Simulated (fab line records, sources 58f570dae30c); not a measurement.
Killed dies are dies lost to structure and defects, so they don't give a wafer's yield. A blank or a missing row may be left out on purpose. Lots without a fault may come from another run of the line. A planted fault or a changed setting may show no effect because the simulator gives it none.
fab line records | flow berkeley_cmos170 | part 2 of 2: steps 28 to 38 of 38
record lots=5 wafers=15 last_day=11
route steps=331 shown M1@250 V1@254 M2@271
lots that met no fault: from a run of the same line without faults
start_h: hours from the record's first day to the start of the lot's first wafer shown | wait_h: hours since the lot's step before | " the same as in the row above | L1.1+2: a row that stands for several wafers | - no value, or no start given | * or withheld: withheld | < > ~ a bound
route shown NAME@n: a module of which the file shows steps, and the number in the route of the first | usual: mean/standard deviation of fault-free wafers | same: alike in all rows | chamber/n: place in a boat | sites: the reading at each site | _std_site: their standard deviation | _edge_site: outer sites' mean less inner sites' | radius_mm: how far each site lies from the wafer's centre | mask NAME#n: copy n | behind: the tool/chamber that last shaped the wafer | hold: why the lot was held/for how many hours/how that ended | device: the transistor (n, p or np) that didn't switch | end of line: the same wafers' tests at the end of the route | a step without rows: its recipe alone | killed: dies lost to structure and defects at the first sort, not the wafer's yield | map: a wafer's dies, x killed, . not, _ none there
set.NAME: the setting as run; set.NAME@STEP: as run at that earlier step | model.NAME: the simulator's own value behind a step, which no gauge read
lots at some steps of the route; a table a step, a row a wafer
services: from which hour (start_h, from the record's first day; less than 0 if before it) a tool's chamber was out of use, for how many hours, and why
## steps
# step UCB170_M2_SOFTBAKE_06
# recipe resist=KrF temp_c=130 time_s=61.63
# usual heater_power_total_W=56.78/0.04 plate_sensor_t_centre_C=131.41/0.0096 plate_sensor_t_edge_C=131.53/0.01
# columns lot.wafer tool chamber start_h wait_h heater_power_total_W plate_sensor_t_centre_C plate_sensor_t_edge_C
L076.1 litho_track-03 0 183.12 0.1 56.81 131.41 131.54
L076.4 " 0 " " 56.81 131.42 131.51
L076.5 " 0 " " 56.76 131.41 131.5
L086.1 litho_track-04 0 211.09 0.1 56.74 131.43 131.53
L086.5 " 0 " " 56.77 131.4 131.54
L086.6 " 0 " " 56.84 131.41 131.53
L088.1 litho_track-04 0 236.48 0.1 56.84 131.44 131.53
L088.3 " 0 " " 56.77 131.42 131.52
L088.5 " 0 " " 56.75 131.4 131.55
L093.1 litho_track-03 0 256.64 0.1 56.73 131.41 131.53
L093.3 " 0 " " 56.76 131.42 131.54
L093.5 " 0 " " 56.74 131.41 131.53
L094.3 litho_track-01 0 256.93 0.1 56.75 131.41 131.53
L094.4 " 0 " " 56.81 131.41 131.53
L094.6 " 0 " " 56.73 131.42 131.53
# step UCB170_M2_STRIP_07
# recipe chemistry=O2 power_w=400 pressure_mtorr=3500 platen_temp_c=withheld o2_flow_sccm=400 overash_fraction=0.5
# usual drypump_motor_current_A=5.6/0.48 oes_product_au=0.734/0.0043 strip_time_to_endpoint_s=21.95/0.06
# columns lot.wafer tool chamber start_h wait_h drypump_motor_current_A oes_product_au rf_hours_counter_h strip_time_to_endpoint_s
L076.1 plasma_asher-02 0 183.27 0.1 4.8 0.736 8 22.01
L076.4 " 1 " " 5.9 0.733 - 22.01
L076.5 " 0 " " 4.8 0.726 - 21.93
L086.1 plasma_asher-04 0 211.24 0.1 6.1 0.745 54 21.88
L086.5 " 0 " " 6.1 0.740 - 21.82
L086.6 " 1 " " 5.8 0.736 - 22.03
L088.1 plasma_asher-02 0 236.63 0.1 4.8 0.731 14 21.97
L088.3 " 1 " " 5.9 0.736 - 22.00
L088.5 " 1 " " 5.9 0.740 - 21.98
L093.1 plasma_asher-04 1 256.79 0.1 5.8 0.739 59 21.93
L093.3 " 1 " " 5.8 0.729 - 21.93
L093.5 " 1 " " 5.7 0.735 - 21.94
L094.3 plasma_asher-01 0 257.06 0.1 5.5 0.729 - 22.04
L094.4 " 1 " " 5.9 0.731 - 22.05
L094.6 " 0 " " 5.5 0.735 - 22.08
# step UCB170_M2_STRIP_08
# recipe chemistry=DMSO temp_c=80 time_s=600 material=KrF
# usual temp_c=79.99/0.11
# columns lot.wafer tool chamber start_h wait_h temp_c
L076.1 wet_bench-03 2 183.37 0.1 80.14
L076.4 " 2 " " 80.11
L076.5 " 2 " " 80.24
L086.1 wet_bench-04 2 211.34 0.1 80.10
L086.5 " 2 " " 80.00
L086.6 " 2 " " 80.07
L088.1 wet_bench-03 3 236.73 0.1 79.96
L088.3 " 3 " " 80.03
L088.5 " 3 " " 79.93
L093.1 wet_bench-03 2 256.89 0.1 80.05
L093.3 " 2 " " 79.85
L093.5 " 2 " " 80.15
L094.3 wet_bench-03 1 257.27 0.2 79.92
L094.4 " 1 " " 80.10
L094.6 " 1 " " 80.13
# step UCB170_M2_COAT_09
# recipe resist=BARC temp_c=withheld time_s=withheld spin_rpm=3000 resist_thk_nm=withheld
# columns lot.wafer tool chamber start_h wait_h
L076.1+4+5 litho_track-03 0 183.57 0.0
L086.1+5+6 litho_track-01 0 211.64 0.1
L088.1+3+5 litho_track-01 0 236.92 0.0
L093.1+3+5 litho_track-04 0 257.45 0.2
L094.3+4+6 litho_track-03 0 257.70 0.1
# step UCB170_M2_COAT_10
# recipe resist=KrF spin_rpm=1500 resist_thk_nm=900
# columns lot.wafer tool chamber start_h wait_h
L076.1+4+5 litho_track-03 0 - -
L086.1+5+6 litho_track-01 0 - -
L088.1+3+5 litho_track-01 0 - -
L093.1+3+5 litho_track-04 0 - -
L094.3+4+6 litho_track-03 0 - -
# step UCB170_M2_SOFTBAKE_11
# recipe resist=KrF temp_c=130 time_s=60
# usual heater_power_total_W=56.80/0.046
# columns lot.wafer tool chamber start_h wait_h heater_power_total_W
L076.1 litho_track-03 0 - - 56.81
L076.4 " 0 " " 56.80
L076.5 " 0 " " 56.74
L086.1 litho_track-01 0 - - 56.81
L086.5 " 0 " " 56.85
L086.6 " 0 " " 56.74
L088.1 litho_track-01 0 - - 56.81
L088.3 " 0 " " 56.76
L088.5 " 0 " " 56.78
L093.1 litho_track-04 0 - - 56.71
L093.3 " 0 " " 56.83
L093.5 " 0 " " 56.78
L094.3 litho_track-03 0 - - 56.84
L094.4 " 0 " " 56.79
L094.6 " 0 " " 56.78
# step UCB170_M2_EXPOSE_12
# recipe mask_id=METAL2 target_cd_nm=700 na=0.5 sigma_outer=0.6 source_shape=conventional dose_mj=26
# usual focus_offset_nm=0.1/0.53
# columns lot.wafer tool chamber start_h wait_h mask focus_offset_nm
L076.1 krf_scanner-02 0 184.02 - METAL2#0 -0.1
L076.4 " 0 " " METAL2#0 0.3
L076.5 " 0 " " METAL2#0 -0.5
L086.1 krf_scanner-02 0 212.09 - METAL2#0 0.0
L086.5 " 0 " " METAL2#0 0.2
L086.6 " 0 " " METAL2#0 -0.9
L088.1 krf_scanner-02 0 237.37 - METAL2#0 0.4
L088.3 " 0 " " METAL2#0 0.3
L088.5 " 0 " " METAL2#0 0.0
L093.1 krf_scanner-02 0 257.90 - METAL2#0 0.3
L093.3 " 0 " " METAL2#0 0.5
L093.5 " 0 " " METAL2#0 -0.1
L094.3 krf_scanner-02 0 258.14 - METAL2#0 0.4
L094.4 " 0 " " METAL2#0 0.6
L094.6 " 0 " " METAL2#0 0.5
# step UCB170_M2_PEB_13
# recipe peb_temp_c=130 peb_time_s=withheld resist=KrF
# usual heater_power_total_W=56.80/0.046
# columns lot.wafer tool chamber start_h wait_h heater_power_total_W
L076.1 litho_track-03 0 184.14 0.1 56.80
L076.4 " 0 " " 56.76
L076.5 " 0 " " 56.71
L086.1 litho_track-03 0 212.21 0.1 56.83
L086.5 " 0 " " 56.76
L086.6 " 0 " " 56.78
L088.1 litho_track-04 0 237.49 0.1 56.75
L088.3 " 0 " " 56.72
L088.5 " 0 " " 56.83
L093.1 litho_track-03 0 258.10 0.2 56.78
L093.3 " 0 " " 56.82
L093.5 " 0 " " 56.80
L094.3 litho_track-03 0 258.43 0.3 56.81
L094.4 " 0 " " 56.78
L094.6 " 0 " " 56.85
# step UCB170_M2_DEVELOP_14
# recipe developer=TMAH develop_time_s=45 resist=KrF dev_temp_c=21
# columns lot.wafer tool chamber start_h wait_h
L076.1+4+5 litho_track-03 0 - -
L086.1+5+6 litho_track-03 0 - -
L088.1+3+5 litho_track-04 0 - -
L093.1+3+5 litho_track-03 0 - -
L094.3+4+6 litho_track-03 0 - -
# step UCB170_M2_CD_MEAS_15
# recipe target_cd_nm=700
# usual cd_nm=699.9/1.2
# columns lot.wafer tool chamber start_h wait_h cd_nm
L076.1 cd_sem-02 - 184.42 - 699.3
L076.4 " - " " 698.9
L076.5 " - " " 698.9
L086.1 cd_sem-02 - 212.48 - 699.1
L086.5 " - " " 699.1
L086.6 " - " " 698.2
L088.1 cd_sem-01 - 237.76 - 698.1
L088.3 " - " " 698.6
L088.5 " - " " 698.7
L093.1 cd_sem-02 - 258.38 - 700.1
L093.3 " - " " 700.2
L093.5 " - " " 700.0
L094.3 cd_sem-01 - 258.69 - 701.3
L094.4 " - " " 701.7
L094.6 " - " " 702.8
# step UCB170_M2_OVL_MEAS_16
# usual M2_OVL=0/5.7
# columns lot.wafer tool chamber start_h wait_h M2_OVL[nm]
L076.1 overlay-02 - 184.54 0.1 5
L076.4 " - " " 0
L076.5 " - " " 3
L086.1 overlay-01 - 212.60 0.1 8
L086.5 " - " " 6
L086.6 " - " " 12
L088.1 overlay-01 - 237.88 0.1 -1
L088.3 " - " " 3
L088.5 " - " " 1
L093.1 overlay-02 - 258.50 0.1 -6
L093.3 " - " " -5
L093.5 " - " " -5
L094.3 overlay-01 - 258.78 0.1 10
L094.4 " - " " 7
L094.6 " - " " -2
## services
# columns tool chamber start_h hours kind
pecvd-01 - 152.90 2.8 pm
krf_scanner-01 - 155.28 1.3 pm
krf_scanner-02 - 161.38 1.0 pm
pecvd-01 0 163.63 11.1 repair
pecvd-01 2 163.68 8.0 repair
krf_scanner-01 - 174.56 4.4 pm
rie_metal-02 - 176.00 0.7 repair
cmp-01 - 177.23 4.6 repair
rie_diel-04 0 181.02 14.3 repair
rie_diel-01 0 183.49 4.8 repair
rie_diel-01 2 190.53 1.8 repair
pvd_sputter-01 - 203.03 27.5 repair
furnace-03 - 203.15 4.3 pm
rie_diel-01 0 212.10 5.2 repair
pecvd-01 2 225.71 16.6 repair
cmp-02 - 231.03 4.9 pm
krf_scanner-02 - 231.27 1.3 pm
plasma_asher-01 - 232.08 2.8 repair
krf_scanner-02 - 232.57 0.8 pm
cmp-02 - 235.96 4.0 pm
cmp-02 - 237.28 1.1 repair
cmp-02 - 254.45 3.9 pm
plasma_asher-01 - 255.87 0.3 repair
pecvd-01 1 258.30 4.8 repair
